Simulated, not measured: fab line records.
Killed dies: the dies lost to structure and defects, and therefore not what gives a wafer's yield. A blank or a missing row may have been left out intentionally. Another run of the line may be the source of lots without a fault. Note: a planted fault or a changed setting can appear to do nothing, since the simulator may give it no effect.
Chamber matching | flow rit-cmos | RIT_SPACER_ETCHBACK_05 on rie-diel-04 has 4 sister chambers
The step etches Si3N4 in SF6/CHF3, stops on SiO2, target depth 250 nm, time 240 s. 8 wafers are shown with their chamber, then 7 later ones without.

WAFERS PAIRED WITH THEIR CHAMBERS
wafer  | chamber | drypump-motor-current-A (A) | throttle-valve-pct (%)
L215.3 | 1       | 6.5                         | 10.43
L218.3 | 1       | 6.5                         | 10.44
L218.6 | 2       | 5.4                         | 10.16
L221.3 | 0       | 6.5                         | 10.31
L221.5 | 0       | 6.5                         | 10.32
L221.6 | 3       | 6.7                         | 10.60
L231.3 | 3       | 6.7                         | 10.60
L231.5 | 2       | 5.3                         | 10.15

WAFERS MISSING THEIR CHAMBER
wafer  | drypump-motor-current-A (A) | throttle-valve-pct (%)
L231.6 | 6.7                         | 10.59
L235.4 | 6.5                         | 10.42
L235.5 | 6.6                         | 10.28
L235.6 | 6.5                         | 10.44
L238.1 | 6.5                         | 10.31
L238.2 | 6.7                         | 10.60
L238.6 | 6.5                         | 10.30

CHAMBER TAKEN BY EACH
wafer  | from the rows above | in truth
L231.6 | 3                   | 3
L235.4 | 1                   | 1
L235.5 | 0                   | 0
L235.6 | 1                   | 1
L238.1 | 0                   | 0
L238.2 | 3                   | 3
L238.6 | 0                   | 0
Placed correctly: 7 of 7. Number that these rows cannot place: 0. Placed wrongly: 0.
How it was worked out, from the rows above alone: a wafer's distance from a chamber is the root of the sum, over the readings, of the square of ((its reading less the chamber's mean) divided by the reading's scatter). If the next closest chamber is less than 2 further off than the closest, the wafer can't be placed; otherwise it belongs to the closest. The mean given for a chamber averages the wafers shown for that chamber. How the scatter is found: for the shown wafers, subtract from each reading the mean of its chamber, square and add these, divide the total by (wafers less chambers), then take the root.
